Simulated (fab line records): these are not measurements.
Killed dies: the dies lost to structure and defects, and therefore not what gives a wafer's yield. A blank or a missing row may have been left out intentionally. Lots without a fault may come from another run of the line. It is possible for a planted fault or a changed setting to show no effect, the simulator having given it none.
2 desks, one fault -- flow rit-cmos -- each desk has only its own numbers; what lay behind them comes last

## FOR THE TOOL OWNER'S DESK: implanter-02
The tool's own readings at RIT_NSD_IMPLANT_08, given as means over the sampled wafers that have a number, one for each lot that went through this tool. The brackets show how far a lot's mean lies from the usual mean; more than 4 standard deviations puts the lot out of limits, marked OUT.
Columns: A = beam-energy-keV at RIT_NSD_IMPLANT_08, usual 24.999; B = tilt-deg at RIT_NSD_IMPLANT_08, usual 7.001 degrees
lot,first seen here,A,B
L611,day 3 08:16,25.001,7.003
L613,day 3 17:14,24.996,7.016
L614,day 3 22:17,25.005,6.976
L615,day 4 03:04,25.010,6.985
L621,day 5 10:11,20.507 (-99 or more) OUT,6.993
L622,day 5 13:49,20.490 (-99 or more) OUT,7.023
This desk finds L621, L622 out of limits, L621 being first, at day 5 10:11 (beam-energy-keV at RIT_NSD_IMPLANT_08). Within limits: L611, L613, L614, L615.

## AT THE METROLOGY DESK
What the gauges read for every lot (on any tool): the sampled wafers with a number, averaged. The brackets show how far a lot's mean lies from the usual mean; more than 4 standard deviations puts the lot out of limits, marked OUT.
Columns: A = NSD_TW at RIT_NSD_TW_MEAS_10, usual 3101; B = NSD_RS at RIT_SDANNEAL_RS_MEAS_05, usual 84.6 ohm/sq
lot,first seen here,A,B
L610,day 3 04:49,3099,84.3
L611,day 3 08:35,3096,84.4
L612,day 3 15:42,3071,84.6
L613,day 3 17:31,3119,84.9
L614,day 3 22:36,3124,84.6
L615,day 4 03:21,3142,84.4
L621,day 5 10:30,2967 (-4.3) OUT,86.7 (+6.9) OUT
L622,day 5 14:08,2898 (-6.5) OUT,86.8 (+7.2) OUT
L625,day 6 13:08,3063,84.9
L626,day 6 18:38,3085,84.6
L628,day 6 23:02,3071,84.7
L629,day 7 12:39,3095,84.7
L632,day 7 21:13,3100,84.2
L633,day 8 01:24,3151,84.5
Finding of this desk: L621, L622 out of limits, first seen on L621 at day 5 10:30 (NSD_TW at RIT_NSD_TW_MEAS_10). Within limits: L610, L611, L612, L613, L614, L615, L625, L626, L628, L629, L632, L633.

## BROUGHT TOGETHER
The tool owner's desk had the chance to raise an alarm at day 5 10:11 on L621, L622.
Metrology desk: alarm possible at day 5 10:30 on L621, L622.
Of the lots named, all ran RIT_NSD_IMPLANT_08 on implanter-02.

## WHAT HAD BEEN PUT IN BY THE SIMULATOR
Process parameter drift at RIT_NSD_IMPLANT_08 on implanter-02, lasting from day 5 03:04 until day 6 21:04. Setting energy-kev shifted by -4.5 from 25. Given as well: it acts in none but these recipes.
Struck lots among those shown: L621, L622.
Fault start to first reading out of limits, in hours, per desk: tool owner, 7; metrology, 7.
